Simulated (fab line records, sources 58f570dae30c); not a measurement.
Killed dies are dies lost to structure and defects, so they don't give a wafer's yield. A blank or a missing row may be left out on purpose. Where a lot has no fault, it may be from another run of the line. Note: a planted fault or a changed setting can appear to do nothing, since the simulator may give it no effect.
Split-lot study :: flow berkeley_cmos170 :: 23 wafers read from 5 lots, route of 331 steps

## SPLIT DETAILS
At UCB170_PSD_COAT_01 (resist thk 900 nm), the setting spin_rpm was moved away from the recipe's 1500 rpm on 5 of the 23 wafers read, by -5.3% to -3.9%. The other wafers ran this setting at the recipe's value.

Reading taken at the split's own step.

## THE READING
KrF_of_PSD_COAT_01.thk_nm (the simulator's own value, which no gauge read), in nm, at UCB170_PSD_COAT_01 (resist thk 900 nm). The file does not state a usual value for it. The 18 wafers here that ran the recipe average 900.5 nm, standard deviation 1.7 nm.

wafer: L075.1
tool, chamber at the split: litho_track-01, 0
spin_rpm as run, rpm: 1500
against the recipe: recipe
KrF_of_PSD_COAT_01.thk_nm, nm: 898.9
against lot-mates on the recipe: -

wafer: L075.2
tool, chamber at the split: litho_track-01, 0
spin_rpm as run, rpm: 1500
against the recipe: recipe
KrF_of_PSD_COAT_01.thk_nm, nm: 898.7
against lot-mates on the recipe: -

wafer: L075.4
tool, chamber at the split: litho_track-01, 0
spin_rpm as run, rpm: 1500
against the recipe: recipe
KrF_of_PSD_COAT_01.thk_nm, nm: 897.1
against lot-mates on the recipe: -

wafer: L074.1
tool, chamber at the split: litho_track-04, 0
spin_rpm as run, rpm: 1500
against the recipe: recipe
KrF_of_PSD_COAT_01.thk_nm, nm: 903.3
against lot-mates on the recipe: -

wafer: L074.2
tool, chamber at the split: litho_track-04, 0
spin_rpm as run, rpm: 1500
against the recipe: recipe
KrF_of_PSD_COAT_01.thk_nm, nm: 901
against lot-mates on the recipe: -

wafer: L074.3
tool, chamber at the split: litho_track-04, 0
spin_rpm as run, rpm: 1500
against the recipe: recipe
KrF_of_PSD_COAT_01.thk_nm, nm: 904.1
against lot-mates on the recipe: -

wafer: L074.4
tool, chamber at the split: litho_track-04, 0
spin_rpm as run, rpm: 1500
against the recipe: recipe
KrF_of_PSD_COAT_01.thk_nm, nm: 900.9
against lot-mates on the recipe: -

wafer: L074.6
tool, chamber at the split: litho_track-04, 0
spin_rpm as run, rpm: 1500
against the recipe: recipe
KrF_of_PSD_COAT_01.thk_nm, nm: 900.6
against lot-mates on the recipe: -

wafer: L076.1
tool, chamber at the split: litho_track-02, 0
spin_rpm as run, rpm: 1500
against the recipe: recipe
KrF_of_PSD_COAT_01.thk_nm, nm: 899.4
against lot-mates on the recipe: -

wafer: L076.2
tool, chamber at the split: litho_track-02, 0
spin_rpm as run, rpm: 1500
against the recipe: recipe
KrF_of_PSD_COAT_01.thk_nm, nm: 898.6
against lot-mates on the recipe: -

wafer: L076.3
tool, chamber at the split: litho_track-02, 0
spin_rpm as run, rpm: 1442
against the recipe: -3.9%
KrF_of_PSD_COAT_01.thk_nm, nm: 917.8
against lot-mates on the recipe: +18.5

wafer: L076.4
tool, chamber at the split: litho_track-02, 0
spin_rpm as run, rpm: 1500
against the recipe: recipe
KrF_of_PSD_COAT_01.thk_nm, nm: 899.8
against lot-mates on the recipe: -

wafer: L076.5
tool, chamber at the split: litho_track-02, 0
spin_rpm as run, rpm: 1442
against the recipe: -3.9%
KrF_of_PSD_COAT_01.thk_nm, nm: 915.7
against lot-mates on the recipe: +16.4

wafer: L077.1
tool, chamber at the split: litho_track-04, 0
spin_rpm as run, rpm: 1420
against the recipe: -5.3%
KrF_of_PSD_COAT_01.thk_nm, nm: 924
against lot-mates on the recipe: +22.6

wafer: L077.3
tool, chamber at the split: litho_track-04, 0
spin_rpm as run, rpm: 1500
against the recipe: recipe
KrF_of_PSD_COAT_01.thk_nm, nm: 901.7
against lot-mates on the recipe: -

wafer: L077.4
tool, chamber at the split: litho_track-04, 0
spin_rpm as run, rpm: 1500
against the recipe: recipe
KrF_of_PSD_COAT_01.thk_nm, nm: 901
against lot-mates on the recipe: -

wafer: L077.5
tool, chamber at the split: litho_track-04, 0
spin_rpm as run, rpm: 1420
against the recipe: -5.3%
KrF_of_PSD_COAT_01.thk_nm, nm: 925.8
against lot-mates on the recipe: +24.4

wafer: L077.6
tool, chamber at the split: litho_track-04, 0
spin_rpm as run, rpm: 1420
against the recipe: -5.3%
KrF_of_PSD_COAT_01.thk_nm, nm: 924.7
against lot-mates on the recipe: +23.4

wafer: L079.1
tool, chamber at the split: litho_track-02, 0
spin_rpm as run, rpm: 1500
against the recipe: recipe
KrF_of_PSD_COAT_01.thk_nm, nm: 901.4
against lot-mates on the recipe: -

wafer: L079.2
tool, chamber at the split: litho_track-02, 0
spin_rpm as run, rpm: 1500
against the recipe: recipe
KrF_of_PSD_COAT_01.thk_nm, nm: 900
against lot-mates on the recipe: -

wafer: L079.4
tool, chamber at the split: litho_track-02, 0
spin_rpm as run, rpm: 1500
against the recipe: recipe
KrF_of_PSD_COAT_01.thk_nm, nm: 900.2
against lot-mates on the recipe: -

wafer: L079.5
tool, chamber at the split: litho_track-02, 0
spin_rpm as run, rpm: 1500
against the recipe: recipe
KrF_of_PSD_COAT_01.thk_nm, nm: 902
against lot-mates on the recipe: -

wafer: L079.6
tool, chamber at the split: litho_track-02, 0
spin_rpm as run, rpm: 1500
against the recipe: recipe
KrF_of_PSD_COAT_01.thk_nm, nm: 901.2
against lot-mates on the recipe: -

FIT RESULTS
A straight line over all 23 wafers: KrF_of_PSD_COAT_01.thk_nm changes by -4.47 nm for each +1% of spin_rpm; r = -0.98; the points scatter about the line by 1.6 nm.
The same after taking each lot's own level away (the mean of its wafers on the recipe; 23 wafers): -4.43 nm for each +1%; r = -0.99; scatter 0.98 nm.
That fit puts the effect of the largest move of spin_rpm on the reading at 24 nm.
From 898.23 to 901.98 nm: that is the span of the lots' own levels, equal to 2.3 times the standard deviation above.
Hence the lot-to-lot level has little effect on the slope; both slopes agree.
Check: for one of the wafers moved furthest among these (-5.3%), held out of the fit, the line's prediction against its lot-mates is +24 nm. Against them it came out at +22.6 nm.

## OTHER SPLITS ON THESE WAFERS
Before the reading, these wafers also passed through other splits. Each is held against what the fit with the lots' levels taken away leaves over:
other split on the same wafers: UCB170_NWELL_OXIDATION_01 ox_time_s
wafers away from the commonest value: 10
r with KrF_of_PSD_COAT_01.thk_nm (lot level and that fit taken away): -0.06

other split on the same wafers: UCB170_NWELL_IMPLANT_14 dose_cm2
wafers away from the commonest value: 8
r with KrF_of_PSD_COAT_01.thk_nm (lot level and that fit taken away): -0.17

other split on the same wafers: UCB170_PWELL_CVD_05 time_s
wafers away from the commonest value: 10
r with KrF_of_PSD_COAT_01.thk_nm (lot level and that fit taken away): +0.01

other split on the same wafers: UCB170_PWELL_ETCH_14 rf_w
wafers away from the commonest value: 9
r with KrF_of_PSD_COAT_01.thk_nm (lot level and that fit taken away): -0.17

other split on the same wafers: UCB170_ACTIVE_EXPOSE_10 dose_mj
wafers away from the commonest value: 7
r with KrF_of_PSD_COAT_01.thk_nm (lot level and that fit taken away): -0.25

other split on the same wafers: UCB170_PFIELD_COAT_01 spin_rpm
wafers away from the commonest value: 7
r with KrF_of_PSD_COAT_01.thk_nm (lot level and that fit taken away): +0.30

other split on the same wafers: UCB170_SACOX_OXIDATION_01 ox_time_s
wafers away from the commonest value: 15
r with KrF_of_PSD_COAT_01.thk_nm (lot level and that fit taken away): +0.01

other split on the same wafers: UCB170_GATE_COAT_07 spin_rpm
wafers away from the commonest value: 7
r with KrF_of_PSD_COAT_01.thk_nm (lot level and that fit taken away): +0.00

## THE WHOLE CHAIN: every reading that the file lists as answering this split, in the file's order
step: UCB170_PSD_COAT_01
what it does: resist thk 900 nm
reading: KrF_of_PSD_COAT_01.thk_nm (the simulator's own value, which no gauge read)
change (the file's fit): -4.45 nm for each +1% of the setting
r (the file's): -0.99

step: UCB170_PSD_STRIP_09
what it does: strips in O2
reading: strip_time_to_endpoint_s
change (the file's fit): withheld for each +1% of the setting, in a fit together with dose_cm2@PSD_IMPLANT_08
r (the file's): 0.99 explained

## THE FILE'S OWN FIT
KrF_of_PSD_COAT_01.thk_nm changes by -4.45 nm for each +1% of spin_rpm, r = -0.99.
